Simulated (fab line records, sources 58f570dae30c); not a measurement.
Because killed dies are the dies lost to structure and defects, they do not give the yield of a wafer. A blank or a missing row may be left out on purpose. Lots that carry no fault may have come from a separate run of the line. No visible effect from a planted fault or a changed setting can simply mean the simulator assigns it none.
fab line records + flow berkeley_cmos170
record:
- lots: 15
- wafers: 45
- last_day: 12
route steps=331 shown V1@257 M2@272 V2@305
lots with no fault: from the same line, run without faults
start_h: hours from the record's first day to the start of the lot's first wafer shown + wait_h: hours since the lot's step before + " repeats the value in the row above + L1.1+2: a row that stands for several wafers + - no value, or no start was given + * or withheld: withheld + < > ~ a bound
route shown NAME@n: names a module that has steps shown in the file, with the first one's number in the route + usual: average and standard deviation across the fault-free wafers + same: alike in all rows + chamber/n: place in a boat + sites: each site's reading + _std_site: the standard deviation of these + _edge_site: the outer-site mean with the inner-site mean subtracted + radius_mm: how far each site lies from the wafer's centre + mask NAME#n: copy n + behind: the tool/chamber that last shaped the wafer + hold: the reason the lot was held/the length of the hold in hours/how it ended + device: names the non-switching transistor (n, p or np) + end of line: tests of these same wafers at the route's end + step lacking rows: just its recipe + killed: not the wafer's yield, but the dies lost to structure and defects at the first sort + map: the dies of a wafer, with x for killed, . for not killed, _ for no die there
set.NAME: the setting as run; set.NAME@STEP: as run at that earlier step + model.NAME: the simulator's own value behind a step, which no gauge read
one table for each step of the route and one row for each wafer, over a sample of lots
services: the hour from which a tool's chamber was out of use, counted from the record's first day as start_h (under 0 if before that day), plus the number of hours and why
== steps ==
step: UCB170_V1_BOW_MEAS_03
recipe:
- mode: bow
usual:
- V1_BOW: 18/7.2
| lot.wafer | tool          | chamber | start_h | wait_h | V1_BOW[um] |
|-----------|---------------|---------|---------|--------|------------|
| L265.2    | film_metro-04 | -       | 147.85  | 0.2    | 13         |
| L265.4    | "             | -       | "       | "      | 18         |
| L265.5    | "             | -       | "       | "      | 18         |
| L268.1    | film_metro-01 | -       | 160.41  | 0.1    | 27         |
| L268.4    | "             | -       | "       | "      | 25         |
| L268.6    | "             | -       | "       | "      | 21         |
| L271.1    | film_metro-03 | -       | 180.71  | 0.2    | 12         |
| L271.3    | "             | -       | "       | "      | 13         |
| L271.6    | "             | -       | "       | "      | 19         |
| L272.3    | film_metro-04 | -       | 181.05  | 0.2    | 2          |
| L272.5    | "             | -       | "       | "      | 13         |
| L272.6    | "             | -       | "       | "      | 5          |
| L274.2    | film_metro-01 | -       | 203.43  | 0.2    | 24         |
| L274.3    | "             | -       | "       | "      | 13         |
| L274.6    | "             | -       | "       | "      | 18         |
| L276.1    | film_metro-03 | -       | 203.48  | 0.1    | 13         |
| L276.3    | "             | -       | "       | "      | 21         |
| L276.6    | "             | -       | "       | "      | 4          |
| L275.1    | film_metro-04 | -       | 203.71  | 0.1    | 18         |
| L275.3    | "             | -       | "       | "      | 19         |
| L275.6    | "             | -       | "       | "      | 31         |
| L277.1    | film_metro-03 | -       | 217.60  | 0.2    | 11         |
| L277.5    | "             | -       | "       | "      | 7          |
| L277.6    | "             | -       | "       | "      | 14         |
| L279.1    | film_metro-01 | -       | 217.60  | 0.2    | 18         |
| L279.4    | "             | -       | "       | "      | 20         |
| L279.6    | "             | -       | "       | "      | 22         |
| L278.1    | film_metro-04 | -       | 220.07  | 0.2    | 27         |
| L278.4    | "             | -       | "       | "      | 33         |
| L278.5    | "             | -       | "       | "      | 33         |
| L284.1    | film_metro-01 | -       | 244.15  | 0.2    | 8          |
| L284.3    | "             | -       | "       | "      | 14         |
| L284.5    | "             | -       | "       | "      | 21         |
| L282.2    | film_metro-04 | -       | 244.47  | 0.1    | 14         |
| L282.5    | "             | -       | "       | "      | 15         |
| L282.6    | "             | -       | "       | "      | 11         |
| L286.2    | film_metro-01 | -       | 264.84  | 0.3    | 25         |
| L286.3    | "             | -       | "       | "      | 17         |
| L286.6    | "             | -       | "       | "      | 15         |
| L288.1    | film_metro-04 | -       | 265.12  | 0.2    | 23         |
| L288.3    | "             | -       | "       | "      | 19         |
| L288.4    | "             | -       | "       | "      | 14         |
| L287.3    | film_metro-01 | -       | 265.16  | 0.2    | 15         |
| L287.4    | "             | -       | "       | "      | 23         |
| L287.5    | "             | -       | "       | "      | 21         |
step: UCB170_M2_SPUTTER_01
recipe:
- material: Al
- target_thk_nm: 900
- time_s: 120
- power_w: 6000
- chamber_pressure_pa: 0.5
usual:
- throttle_valve_pct: 30.0/1
| lot.wafer | tool           | chamber | start_h | wait_h | throttle_valve_pct |
|-----------|----------------|---------|---------|--------|--------------------|
| L265.2    | pvd_sputter-03 | -       | 149.91  | 0.0    | 30.1               |
| L265.4    | "              | -       | "       | "      | 28.4               |
| L265.5    | "              | -       | "       | "      | 29.9               |
| L268.1    | pvd_sputter-04 | -       | 162.31  | 0.0    | 31.0               |
| L268.4    | "              | -       | "       | "      | 29.2               |
| L268.6    | "              | -       | "       | "      | 31.3               |
| L271.1    | pvd_sputter-01 | -       | 182.76  | 0.0    | 29.3               |
| L271.3    | "              | -       | "       | "      | 30.9               |
| L271.6    | "              | -       | "       | "      | 29.7               |
| L272.3    | pvd_sputter-04 | -       | 183.01  | 0.0    | 30.8               |
| L272.5    | "              | -       | "       | "      | 28.7               |
| L272.6    | "              | -       | "       | "      | 31.1               |
| L274.2    | pvd_sputter-01 | -       | 205.40  | 0.0    | 31.4               |
| L274.3    | "              | -       | "       | "      | 29.5               |
| L274.6    | "              | -       | "       | "      | 30.0               |
| L276.1    | pvd_sputter-04 | -       | 205.75  | 0.0    | 31.0               |
| L276.3    | "              | -       | "       | "      | 28.9               |
| L276.6    | "              | -       | "       | "      | 28.9               |
| L275.1    | pvd_sputter-03 | -       | 205.87  | 0.0    | 29.9               |
| L275.3    | "              | -       | "       | "      | 28.6               |
| L275.6    | "              | -       | "       | "      | 29.9               |
| L277.1    | pvd_sputter-01 | -       | 221.84  | 0.0    | 31.0               |
| L277.5    | "              | -       | "       | "      | 29.5               |
| L277.6    | "              | -       | "       | "      | 28.4               |
| L279.1    | pvd_sputter-03 | -       | 221.96  | 0.0    | 30.3               |
| L279.4    | "              | -       | "       | "      | 30.1               |
| L279.6    | "              | -       | "       | "      | 30.5               |
| L278.1    | pvd_sputter-04 | -       | 225.27  | 0.0    | 31.0               |
| L278.4    | "              | -       | "       | "      | 30.9               |
| L278.5    | "              | -       | "       | "      | 30.9               |
| L284.1    | pvd_sputter-01 | -       | 246.30  | 0.0    | 28.2               |
| L284.3    | "              | -       | "       | "      | 29.9               |
| L284.5    | "              | -       | "       | "      | 31.5               |
| L282.2    | pvd_sputter-01 | -       | 246.85  | 0.0    | 28.4               |
| L282.5    | "              | -       | "       | "      | 30.2               |
| L282.6    | "              | -       | "       | "      | 31.3               |
| L286.2    | pvd_sputter-04 | -       | 266.99  | 0.0    | 31.2               |
| L286.3    | "              | -       | "       | "      | 28.4               |
| L286.6    | "              | -       | "       | "      | 30.9               |
| L288.1    | pvd_sputter-01 | -       | 267.14  | 0.0    | 28.2               |
| L288.3    | "              | -       | "       | "      | 29.3               |
| L288.4    | "              | -       | "       | "      | 29.9               |
| L287.3    | pvd_sputter-04 | -       | 267.26  | 0.0    | 30.9               |
| L287.4    | "              | -       | "       | "      | 28.8               |
| L287.5    | "              | -       | "       | "      | 31.1               |
step: UCB170_M2_STRIP_19
recipe:
- chemistry: O2
- power_w: 400
- pressure_mtorr: 3500
- platen_temp_c: withheld
- o2_flow_sccm: 400
- overash_fraction: 0.5
usual:
- chamber_pressure_mTorr: 3500/3.4
- drypump_motor_current_A: 5.8/0.42
- oes_product_au: 0.538/0.015
| lot.wafer | tool            | chamber | start_h | wait_h | chamber_pressure_mTorr | drypump_motor_current_A | oes_product_au | rf_hours_counter_h |
|-----------|-----------------|---------|---------|--------|------------------------|-------------------------|----------------|--------------------|
| L265.2    | plasma_asher-02 | 1       | 152.89  | 0.1    | 3500                   | 6.5                     | 0.556          | 35                 |
| L265.4    | "               | 0       | "       | "      | 3493                   | 5.8                     | 0.562          | -                  |
| L265.5    | "               | 1       | "       | "      | 3500                   | 6.5                     | 0.550          | -                  |
| L268.1    | plasma_asher-03 | 1       | 167.12  | 0.3    | 3499                   | 5.5                     | 0.512          | 47                 |
| L268.4    | "               | 0       | "       | "      | 3494                   | 6.0                     | 0.518          | -                  |
| L268.6    | "               | 1       | "       | "      | 3496                   | 5.5                     | 0.518          | -                  |
| L271.1    | plasma_asher-01 | 0       | 185.55  | 0.1    | 3502                   | 5.1                     | 0.556          | 50                 |
| L271.3    | "               | 0       | "       | "      | 3494                   | 5.1                     | 0.567          | -                  |
| L271.6    | "               | 0       | "       | "      | 3498                   | 5.1                     | 0.556          | -                  |
| L272.3    | plasma_asher-01 | 1       | 186.10  | 0.2    | 3503                   | 5.5                     | 0.533          | -                  |
| L272.5    | "               | 0       | "       | "      | 3506                   | 5.2                     | 0.542          | -                  |
| L272.6    | "               | 1       | "       | "      | 3500                   | 5.5                     | 0.528          | -                  |
| L276.1    | plasma_asher-03 | 1       | 208.22  | 0.1    | -                      | -                       | -              | -                  |
| L276.3    | "               | 0       | "       | "      | -                      | -                       | -              | -                  |
| L276.6    | "               | 0       | "       | "      | -                      | -                       | -              | -                  |
| L274.2    | plasma_asher-01 | 0       | 208.29  | 0.2    | -                      | -                       | -              | -                  |
| L274.3    | "               | 1       | "       | "      | -                      | -                       | -              | -                  |
| L274.6    | "               | 1       | "       | "      | -                      | -                       | -              | -                  |
| L275.1    | plasma_asher-02 | 1       | 208.47  | 0.1    | -                      | -                       | -              | -                  |
| L275.3    | "               | 1       | "       | "      | -                      | -                       | -              | -                  |
| L275.6    | "               | 0       | "       | "      | -                      | -                       | -              | -                  |
| L277.1    | plasma_asher-03 | 0       | 224.55  | 0.1    | 3505                   | 6.0                     | 0.561          | 53                 |
| L277.5    | "               | 0       | "       | "      | 3504                   | 6.0                     | 0.548          | -                  |
| L277.6    | "               | 1       | "       | "      | 3503                   | 5.4                     | 0.532          | -                  |
| L279.1    | plasma_asher-01 | 0       | 224.82  | 0.1    | 3503                   | 5.1                     | 0.526          | 54                 |
| L279.4    | "               | 0       | "       | "      | 3505                   | 5.1                     | 0.530          | -                  |
| L279.6    | "               | 1       | "       | "      | 3495                   | 5.6                     | 0.535          | -                  |
| L278.1    | plasma_asher-03 | 1       | 227.66  | 0.1    | 3502                   | 5.5                     | 0.528          | 53                 |
| L278.4    | "               | 0       | "       | "      | 3504                   | 6.0                     | 0.526          | -                  |
| L278.5    | "               | 0       | "       | "      | 3501                   | 6.0                     | 0.517          | -                  |
| L284.1    | plasma_asher-02 | 1       | 248.95  | 0.1    | 3493                   | 6.5                     | 0.551          | 44                 |
| L284.3    | "               | 0       | "       | "      | 3504                   | 5.8                     | 0.538          | -                  |
| L284.5    | "               | 0       | "       | "      | 3506                   | 5.8                     | 0.534          | -                  |
| L282.2    | plasma_asher-03 | 0       | 249.55  | 0.1    | 3497                   | 6.0                     | 0.535          | 56                 |
| L282.5    | "               | 1       | "       | "      | 3496                   | 5.5                     | 0.517          | -                  |
| L282.6    | "               | 0       | "       | "      | 3497                   | 6.0                     | 0.528          | -                  |
| L286.2    | plasma_asher-02 | 0       | 269.33  | 0.1    | 3499                   | 5.8                     | 0.521          | 48                 |
| L286.3    | "               | 0       | "       | "      | 3504                   | 5.8                     | 0.531          | -                  |
| L286.6    | "               | 0       | "       | "      | 3502                   | 5.8                     | 0.522          | -                  |
| L288.1    | plasma_asher-02 | 0       | 269.60  | 0.1    | 3498                   | 5.8                     | 0.512          | 48                 |
| L288.3    | "               | 1       | "       | "      | 3501                   | 6.5                     | 0.510          | -                  |
| L288.4    | "               | 0       | "       | "      | 3499                   | 5.8                     | 0.523          | -                  |
| L287.3    | plasma_asher-03 | 0       | 269.76  | 0.1    | 3497                   | 6.0                     | 0.548          | -                  |
| L287.4    | "               | 1       | "       | "      | 3502                   | 5.5                     | 0.548          | -                  |
| L287.5    | "               | 0       | "       | "      | 3499                   | 6.0                     | 0.544          | -                  |
step: UCB170_V2_OVL_MEAS_13
usual:
- V2_OVL: 1/4.7
| lot.wafer | tool       | chamber | start_h | wait_h | V2_OVL[nm] |
|-----------|------------|---------|---------|--------|------------|
| L265.2    | overlay-02 | -       | 155.70  | 0.1    | 7          |
| L265.4    | "          | -       | "       | "      | 3          |
| L265.5    | "          | -       | "       | "      | 5          |
| L268.1    | overlay-02 | -       | 170.00  | 0.1    | 6          |
| L268.4    | "          | -       | "       | "      | 14         |
| L268.6    | "          | -       | "       | "      | 1          |
| L271.1    | overlay-02 | -       | 191.16  | 0.1    | -9         |
| L271.3    | "          | -       | "       | "      | -5         |
| L271.6    | "          | -       | "       | "      | -4         |
| L272.3    | overlay-01 | -       | 191.20  | 0.1    | -2         |
| L272.5    | "          | -       | "       | "      | -4         |
| L272.6    | "          | -       | "       | "      | 3          |
| L277.1    | overlay-02 | -       | 227.16  | 0.1    | -2         |
| L277.5    | "          | -       | "       | "      | -1         |
| L277.6    | "          | -       | "       | "      | 9          |
| L279.1    | overlay-02 | -       | 227.48  | 0.1    | 7          |
| L279.4    | "          | -       | "       | "      | 8          |
| L279.6    | "          | -       | "       | "      | 9          |
| L278.1    | overlay-02 | -       | 230.40  | 0.1    | 4          |
| L278.4    | "          | -       | "       | "      | 4          |
| L278.5    | "          | -       | "       | "      | 5          |
| L284.1    | overlay-01 | -       | 251.31  | 0.1    | 0          |
| L284.3    | "          | -       | "       | "      | 6          |
| L284.5    | "          | -       | "       | "      | -4         |
| L282.2    | overlay-02 | -       | 251.76  | 0.1    | 12         |
| L282.5    | "          | -       | "       | "      | 7          |
| L282.6    | "          | -       | "       | "      | 6          |
| L286.2    | overlay-02 | -       | 271.62  | 0.1    | 5          |
| L286.3    | "          | -       | "       | "      | 2          |
| L286.6    | "          | -       | "       | "      | -7         |
| L288.1    | overlay-02 | -       | 271.89  | 0.1    | 1          |
| L288.3    | "          | -       | "       | "      | 3          |
| L288.4    | "          | -       | "       | "      | 6          |
| L287.3    | overlay-01 | -       | 272.23  | 0.1    | -2         |
| L287.4    | "          | -       | "       | "      | -5         |
| L287.5    | "          | -       | "       | "      | -7         |
== services ==
| tool            | chamber | start_h | hours | kind   |
|-----------------|---------|---------|-------|--------|
| pvd_sputter-04  | -       | 163.87  | 3.8   | repair |
| pvd_sputter-03  | -       | 181.47  | 5.5   | repair |
| pvd_sputter-01  | -       | 196.01  | 6.9   | repair |
| plasma_asher-02 | -       | 206.09  | 1.5   | repair |
| pvd_sputter-01  | -       | 232.76  | 0.8   | repair |
| plasma_asher-02 | -       | 242.49  | 5.4   | repair |
| plasma_asher-01 | -       | 248.32  | 14.6  | pm     |
== key ==
first_sign:
- step: UCB170_M2_STRIP_19
- reading: tool_record
- direction: missing
effect none on later readings
met_at UCB170_M2_STRIP_19
struck_lots L274,L275,L276
later_rows_left_out L274.2,L274.3,L274.6,L275.1,L275.3,L275.6,L276.1,L276.3,L276.6
sort_left_out L274.2,L274.3,L274.6,L275.1,L275.3,L275.6,L276.1,L276.3,L276.6
not_acting_at UCB170_V1_BOW_MEAS_03,UCB170_M2_SPUTTER_01,UCB170_V2_OVL_MEAS_13
onset_between 186.10 208.22
fault:
- kind: skipped_step_whole
- tool: plasma_asher-01,plasma_asher-02,plasma_asher-03
- chamber: -
- onset_h: 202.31
- steps: UCB170_M2_STRIP_19
- scope: struck_lots_only
sort_left_out: the simulated sort isn't trusted on such a fault, so these wafers' sort isn't shown, and their yield isn't known
later_rows_left_out: the simulator's readings of these wafers behind a module that went badly wrong aren't trusted and aren't shown, but for the sort
